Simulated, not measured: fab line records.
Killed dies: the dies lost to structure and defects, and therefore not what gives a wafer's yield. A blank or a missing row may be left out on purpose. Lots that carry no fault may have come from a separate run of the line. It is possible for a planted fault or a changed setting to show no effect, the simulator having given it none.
What tool caused it?    flow berkeley-cmos170    7 lots, 21 wafers sampled, at 2 steps of a route of 331

WHAT EACH GAUGE READ, for each wafer
UCB170_PLDD_TW_MEAS_11.
lot   measured      on             PLDD_TW
L180  day 7 20:47   film-metro-02  999 1002 997
L185  day 8 16:50   film-metro-02  1001 1001 1000
L188  day 9 18:31   film-metro-02  1006 1006 1001
L190  day 9 18:13   film-metro-01  1009 1007 1009
L195  day 11 04:34  film-metro-01  1004 996 1008
L198  day 11 18:10  film-metro-03  1016 1021 1019
L199  day 11 18:43  film-metro-03  1012 1013 1015

WHAT TOOL EACH LOT RAN ON (gives the tool, then ch and the chambers of the sampled wafers, and finally the start)
lot   UCB170_PVT_STRIP_08
L180  plasma-asher-01 ch 1, day 7 05:59
L185  plasma-asher-04 ch 0,1, day 7 22:58
L188  plasma-asher-02 ch 0,1, day 9 00:35
L190  plasma-asher-02 ch 0,1, day 9 01:14
L195  plasma-asher-02 ch 0,1, day 10 11:49
L198  plasma-asher-04 ch 0,1, day 11 01:13
L199  plasma-asher-01 ch 0,1, day 11 01:56
- UCB170_PVT_STRIP_08: strips in O2.

THE ANSWER, worked out from the rows above alone
Rule: the lots themselves supply what counts as usual. The widest of any qualifying gaps counts: lots, ordered by their means at a reading, are off when they make up no more than a third of the lots, leave a main group of 4 or more, and stand apart from it by 3 or more times the standard deviation of that group's means. Not used: any main group whose means are identical at the precision the tables above print for the reading. Also off: a lot with no number at a reading for which 4 or more lots have one. Any other lot the step has rows for is counted as sound.
None of the lots is off at any reading shown; this tells nothing.

WHAT WAS PUT IN BY THE SIMULATOR
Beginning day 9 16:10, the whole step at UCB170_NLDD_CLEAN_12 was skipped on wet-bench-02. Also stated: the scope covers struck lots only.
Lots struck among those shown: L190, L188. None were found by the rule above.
